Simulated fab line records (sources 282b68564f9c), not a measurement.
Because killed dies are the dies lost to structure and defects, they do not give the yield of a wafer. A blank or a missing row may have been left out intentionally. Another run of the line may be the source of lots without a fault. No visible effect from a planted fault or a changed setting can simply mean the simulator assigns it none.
Split-lot experiment | flow rit cmos | 23 wafers read across 5 lots, on a route 202 steps long

== SPLIT DETAILS ==
At RIT_GATE_CLEAN_04 (cleans in dHF, time 60 s), the setting time s was moved away from the recipe's 60 s on 10 of the 23 wafers read, by -9.4% to +10.9%. For the rest of the wafers, this setting stayed at what the recipe calls for.

Reading taken at the split's own step.

== THE READING ==
SiO2_of_FOX2_OXIDATION_00.thk nm (the simulator's own value, which no gauge read), in nm, at RIT_GATE_CLEAN_04 (cleans in dHF, time 60 s). There is no usual value for it anywhere in the file. The 13 wafers here that ran the recipe average 247.4 nm, standard deviation 16 nm.

wafer  | tool, chamber at the split | time s as run, s | against the recipe | SiO2_of_FOX2_OXIDATION_00.thk nm, nm | against lot-mates on the recipe
L075.1 | -, -                       | 60               | recipe             | 260.5                                | -
L075.2 | -, -                       | 60               | recipe             | 266.7                                | -
L075.3 | -, -                       | 60               | recipe             | 264                                  | -
L075.4 | -, -                       | 60               | recipe             | 262.7                                | -
L075.5 | -, -                       | 60               | recipe             | 258.4                                | -
L077.2 | wet bench-03, 3            | 60               | recipe             | 253.7                                | -
L077.5 | wet bench-03, 3            | 60               | recipe             | 257.4                                | -
L077.6 | wet bench-03, 3            | 60               | recipe             | 255.9                                | -
L078.1 | -, -                       | 66.52            | +10.9%             | 291.4                                | no lot-mate on the recipe
L078.2 | -, -                       | 66.52            | +10.9%             | 287.3                                | no lot-mate on the recipe
L078.3 | -, -                       | 66.52            | +10.9%             | 280.5                                | no lot-mate on the recipe
L078.5 | -, -                       | 66.52            | +10.9%             | 288                                  | no lot-mate on the recipe
L078.6 | -, -                       | 66.52            | +10.9%             | 291                                  | no lot-mate on the recipe
L079.2 | -, -                       | 54.38            | -9.4%              | 212.7                                | no lot-mate on the recipe
L079.3 | -, -                       | 54.38            | -9.4%              | 222.1                                | no lot-mate on the recipe
L079.4 | -, -                       | 54.38            | -9.4%              | 215.3                                | no lot-mate on the recipe
L079.5 | -, -                       | 54.38            | -9.4%              | 217.2                                | no lot-mate on the recipe
L079.6 | -, -                       | 54.38            | -9.4%              | 225.2                                | no lot-mate on the recipe
L085.1 | -, -                       | 60               | recipe             | 225.8                                | -
L085.2 | -, -                       | 60               | recipe             | 226                                  | -
L085.3 | -, -                       | 60               | recipe             | 226.8                                | -
L085.5 | -, -                       | 60               | recipe             | 228.8                                | -
L085.6 | -, -                       | 60               | recipe             | 229.5                                | -

FIT RESULTS
A straight line over all 23 wafers: SiO2_of_FOX2_OXIDATION_00.thk nm changes by +3.43 nm for each +1% of time s; r = +0.88; the points scatter about the line by 13 nm.
Too few moved wafers with a lot-mate on the recipe to fit a line net of each lot's own level.

== THE FILE'S OWN FIT ==
SiO2_of_FOX2_OXIDATION_00.thk nm changes by +3.43 nm for each +1% of time s, r = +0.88.
